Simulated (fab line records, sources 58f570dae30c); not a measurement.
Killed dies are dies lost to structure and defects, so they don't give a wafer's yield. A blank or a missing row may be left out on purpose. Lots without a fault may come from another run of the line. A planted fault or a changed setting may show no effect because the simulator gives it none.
fab line records | flow berkeley_cmos170
record lots=6 wafers=18 last_day=13
route steps=331 shown NVT@107 PVT@115
lots that met no fault: from a run of the same line without faults
start_h: hours from the record's first day to the start of the lot's first wafer shown | wait_h: hours since the lot's step before | " the same as in the row above | L1.1+2: a row that stands for several wafers | - no value, or no start given | * or withheld: withheld | < > ~ a bound
route shown NAME@n: a module of which the file shows steps, and the number in the route of the first | usual: mean/standard deviation of fault-free wafers | same: alike in all rows | chamber/n: place in a boat | sites: the reading at each site | _std_site: their standard deviation | _edge_site: outer sites' mean less inner sites' | radius_mm: how far each site lies from the wafer's centre | mask NAME#n: copy n | behind: the tool/chamber that last shaped the wafer | hold: why the lot was held/for how many hours/how that ended | device: the transistor (n, p or np) that didn't switch | end of line: the same wafers' tests at the end of the route | a step without rows: its recipe alone | killed: dies lost to structure and defects at the first sort, not the wafer's yield | map: a wafer's dies, x killed, . not, _ none there
set.NAME: the setting as run; set.NAME@STEP: as run at that earlier step | model.NAME: the simulator's own value behind a step, which no gauge read
lots at some steps of the route; a table a step, a row a wafer
services: from which hour (start_h, from the record's first day; less than 0 if before it) a tool's chamber was out of use, for how many hours, and why
## steps
# step UCB170_NVT_EXPOSE_03
# recipe mask_id=PWELL target_cd_nm=3000 na=0.5 sigma_outer=0.6 source_shape=conventional dose_mj=30
# step UCB170_NVT_PEB_04
# recipe peb_temp_c=130 peb_time_s=withheld resist=KrF
# step UCB170_NVT_DEVELOP_05
# recipe developer=TMAH develop_time_s=45 resist=KrF dev_temp_c=21
# step UCB170_NVT_OVL_MEAS_06
# usual NVT_OVL=1/5.2
# columns lot.wafer tool chamber start_h wait_h NVT_OVL[nm]
L144.2 overlay-01 - 145.63 - -4
L144.5 " - " " -4
L144.6 " - " " -7
L146.3 overlay-02 - 145.63 - -3
L146.4 " - " " -2
L146.5 " - " " 1
L155.1 overlay-02 - 194.21 - 6
L155.4 " - " " 4
L155.5 " - " " 1
L156.2 overlay-02 - 200.51 - -7
L156.3 " - " " 9
L156.4 " - " " 8
L157.2 overlay-02 - 210.76 - 4
L157.3 " - " " 3
L157.5 " - " " 4
L165.3 overlay-01 - 249.66 - 5
L165.4 " - " " 5
L165.6 " - " " 9
# step UCB170_NVT_IMPLANT_07
# recipe species=BF2 dose_cm2=3e+12 energy_kev=50 tilt_deg=7
# step UCB170_NVT_STRIP_08
# recipe chemistry=O2 power_w=400 pressure_mtorr=3500 platen_temp_c=withheld o2_flow_sccm=400 overash_fraction=0.5
# usual drypump_motor_current_A=5.9/0.43 o2_flow_sccm=399.9/1.3 oes_product_au=0.734/0.0047 strip_time_to_endpoint_s=21.63/0.055
# columns lot.wafer tool chamber start_h wait_h drypump_motor_current_A o2_flow_sccm oes_product_au rf_hours_counter_h strip_time_to_endpoint_s
L144.2 plasma_asher-01 1 145.81 0.1 6.0 400.7 0.736 33 21.54
L144.5 " 1 " " 6.0 402.3 0.734 - 21.57
L144.6 " 0 " " 6.5 401.2 0.738 - 21.63
L146.3 plasma_asher-03 0 145.84 0.1 5.1 399.8 0.742 - 21.67
L146.4 " 1 " " 5.8 400.7 0.729 - 21.62
L146.5 " 1 " " 5.8 401.5 0.729 - 21.67
L155.1 plasma_asher-01 1 194.40 0.1 5.9 400.5 0.733 38 21.62
L155.4 " 0 " " 6.5 400.8 0.730 - 21.64
L155.5 " 1 " " 5.9 400.3 0.735 - 21.61
L156.2 plasma_asher-01 0 200.69 0.1 6.5 397.5 0.736 39 21.61
L156.3 " 1 " " 6.0 397.3 0.733 - 21.63
L156.4 " 0 " " 6.5 399.4 0.739 - 21.54
L157.2 plasma_asher-01 1 210.94 0.1 6.0 397.7 0.740 40 21.71
L157.3 " 1 " " 6.0 398.9 0.728 - 21.68
L157.5 " 0 " " 6.5 400.1 0.730 - 21.68
L165.3 plasma_asher-03 0 249.86 0.1 5.1 401.6 0.724 - 21.54
L165.4 " 1 " " 5.8 398.9 0.730 - 21.64
L165.6 " 1 " " 5.7 399.4 0.734 - 21.61
# step UCB170_NVT_TW_MEAS_09
# usual NVT_TW=522/5.4
# columns lot.wafer tool chamber start_h wait_h NVT_TW
L144.2 film_metro-01 - 145.92 0.1 520
L144.5 " - " " 517
L144.6 " - " " 518
L146.3 film_metro-02 - 145.93 0.1 529
L146.4 " - " " 529
L146.5 " - " " 531
L155.1 film_metro-02 - 194.50 0.1 522
L155.4 " - " " 525
L155.5 " - " " 525
L156.2 film_metro-04 - 200.80 0.1 515
L156.3 " - " " 512
L156.4 " - " " 518
L157.2 film_metro-02 - 211.05 0.1 522
L157.3 " - " " 523
L157.5 " - " " 526
L165.3 film_metro-04 - 249.95 0.1 518
L165.4 " - " " 521
L165.6 " - " " 515
# step UCB170_NVT_CLEAN_10
# recipe chemistry=SPM temp_c=120 time_s=600
# step UCB170_PVT_HMDS_00
# recipe prime_time_s=60 prime_temp_c=100
# step UCB170_PVT_COAT_01
# recipe resist=KrF spin_rpm=1468 resist_thk_nm=900
# step UCB170_PVT_SOFTBAKE_02
# recipe resist=KrF temp_c=130 time_s=60
# step UCB170_PVT_EXPOSE_03
# recipe mask_id=NWELL target_cd_nm=3000 na=0.5 sigma_outer=0.6 source_shape=conventional dose_mj=30
# step UCB170_PVT_PEB_04
# recipe peb_temp_c=130 peb_time_s=withheld resist=KrF
# usual chill_plate_temp_C=23.00/0.099 exhaust_pa=45.2/0.85
# columns lot.wafer tool chamber start_h wait_h chill_plate_temp_C exhaust_pa
L146.3 litho_track-02 - 146.76 0.1 - -
L146.4 " - " " - -
L146.5 " - " " - -
L144.2 litho_track-02 - 147.01 0.1 - -
L144.5 " - " " - -
L144.6 " - " " - -
L155.1 litho_track-04 0 196.13 0.2 23.02 45.1
L155.4 " 0 " " 22.93 45.4
L155.5 " 0 " " 23.00 44.6
L156.2 litho_track-04 0 202.75 0.3 23.11 45.9
L156.3 " 0 " " 22.92 46.9
L156.4 " 0 " " 22.99 45.7
L157.2 litho_track-04 0 213.08 0.1 23.08 44.7
L157.3 " 0 " " 23.04 44.9
L157.5 " 0 " " 22.95 45.9
L165.3 litho_track-02 0 251.42 0.1 22.98 44.9
L165.4 " 0 " " 23.06 46.4
L165.6 " 0 " " 23.07 45.3
# step UCB170_PVT_DEVELOP_05
# recipe developer=TMAH develop_time_s=45 resist=KrF dev_temp_c=21
## services
# columns tool chamber start_h hours kind
plasma_asher-03 - 230.01 2.0 repair
plasma_asher-03 - 243.18 2.2 repair
plasma_asher-01 - 246.58 2.8 pm
## key
first_sign step=UCB170_PVT_PEB_04 reading=tool_record direction=missing
effect none on later readings
met_at UCB170_PVT_PEB_04
struck_wafers L144.2,L144.5,L144.6,L146.3,L146.4,L146.5
sort_left_out L144.2,L144.5,L144.6,L146.3,L146.4,L146.5
tester_left_out L144,L146
fault kind=skipped_step_whole tool=litho_track-02 chamber=- onset_h=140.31 steps=UCB170_PVT_PEB_04 scope=struck_lots_only
# tester_left_out: of these lots the tester's yield and bins aren't shown, on N5 and GAA mostly nor the transistor test; their killed dies are dies lost to structure and defects alone, not to doping, threshold or leakage, so they don't give the yield
# sort_left_out: the simulated sort isn't trusted on such a fault, so these wafers' sort isn't shown, and their yield isn't known
